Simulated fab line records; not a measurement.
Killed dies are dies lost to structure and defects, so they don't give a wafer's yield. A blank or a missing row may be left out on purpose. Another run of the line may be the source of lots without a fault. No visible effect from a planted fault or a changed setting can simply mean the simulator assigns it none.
fab line records / flow rit_cmos
record lots=13 wafers=39 last_day=7
route steps=202 shown PSD@145
lots that met no fault: taken from a fault-free run of the same line
start_h: hours from the record's first day to the start of the lot's first wafer shown / wait_h: hours elapsed since this lot's preceding step / " same as the row above / L1.1+2: several wafers, shown together as one row / - value missing, or start not given / * or withheld: withheld / < > ~ a bound
route shown NAME@n: a module of which the file shows steps, and the number in the route of the first / usual: mean/standard deviation of fault-free wafers / same: alike in all rows / chamber/n: place in a boat / sites: per-site readings / _std_site: how widely they spread, as a standard deviation / _edge_site: inner sites' mean taken away from outer sites' mean / radius_mm: for every site, how far away it sits from the centre of the wafer / mask NAME#n: copy n / behind: the most recent tool/chamber to have shaped the wafer / hold: why the lot was held/for how many hours/how that ended / device: transistor that didn't switch, given as n, p or np / end of line: tests of these same wafers at the route's end / a step without rows: its recipe alone / killed: dies lost to structure and defects at the first sort, not the wafer's yield / map: shows each die of a wafer: x if killed, . if not, _ if none is there
set.NAME: the setting as run; set.NAME@STEP: as run at that earlier step / model.NAME: the simulator's own value behind a step, which no gauge read
one table for each step of the route and one row for each wafer, over a sample of lots
services: a tool's chamber out of use, with start hour (start_h, from the record's first day; less than 0 if before it), hours out, and reason
## steps
# step RIT_PSD_EXPOSE_03
# recipe mask_id=M10 na=0.57 target_cd_nm=40900 dose_mj=250
lot.wafer=L190.4+5+6 tool=iline_stepper-02 chamber=0 start_h=85.42 wait_h=0.2 mask=M10#0
lot.wafer=L191.1+4+5 tool=iline_stepper-01 chamber=0 start_h=89.17 wait_h=0.2 mask=M10#0
lot.wafer=L194.4+5+6 tool=iline_stepper-02 chamber=0 start_h=98.23 wait_h=0.2 mask=M10#0
lot.wafer=L195.1+3+4 tool=iline_stepper-01 chamber=0 start_h=116.01 wait_h=0.2 mask=M10_R1#0
lot.wafer=L198.3+4+5 tool=iline_stepper-01 chamber=0 start_h=120.66 wait_h=0.1 mask=M10#0
lot.wafer=L199.2+4+6 tool=iline_stepper-01 chamber=0 start_h=125.41 wait_h=0.3 mask=M10#0
lot.wafer=L204.1+4+6 tool=iline_stepper-02 chamber=0 start_h=143.69 wait_h=0.1 mask=M10#0
lot.wafer=L207.1+3+6 tool=iline_stepper-02 chamber=0 start_h=147.44 wait_h=0.1 mask=M10#0
lot.wafer=L206.1+2+5 tool=iline_stepper-01 chamber=0 start_h=149.62 wait_h=0.2 mask=M10#0
lot.wafer=L208.1+3+5 tool=iline_stepper-01 chamber=0 start_h=155.29 wait_h=0.1 mask=M10#0
lot.wafer=L209.1+3+5 tool=iline_stepper-01 chamber=0 start_h=157.71 wait_h=0.1 mask=M10#0
lot.wafer=L210.2+4+6 tool=iline_stepper-02 chamber=0 start_h=162.91 wait_h=0.2 mask=M10#0
lot.wafer=L211.1+4+6 tool=iline_stepper-01 chamber=0 start_h=169.04 wait_h=0.2 mask=M10#0
## services
tool=iline_stepper-01 chamber=- start_h=61.82 hours=1.3 kind=repair
tool=iline_stepper-02 chamber=0 start_h=65.64 hours=- kind=calibration
tool=iline_stepper-01 chamber=- start_h=84.52 hours=4.3 kind=pm
tool=iline_stepper-02 chamber=- start_h=91.78 hours=1.7 kind=pm
## key
first_sign step=RIT_PSD_EXPOSE_03 reading=mask direction=changed
effect none on later readings
met_at RIT_PSD_EXPOSE_03
struck_lots L195
tester_left_out L195
onset_between 89.17 116.01
fault kind=wrong_mask tool=any chamber=- onset_h=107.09 steps=RIT_PSD_EXPOSE_03 aux_copy=M10_R1#0 cd_offset_nm=-350 scope=struck_lots_only
# tester_left_out: of these lots the tester's yield and bins aren't shown, on N5 and GAA mostly nor the transistor test; their killed dies are dies lost to structure and defects alone, not to doping, threshold or leakage, so they don't give the yield
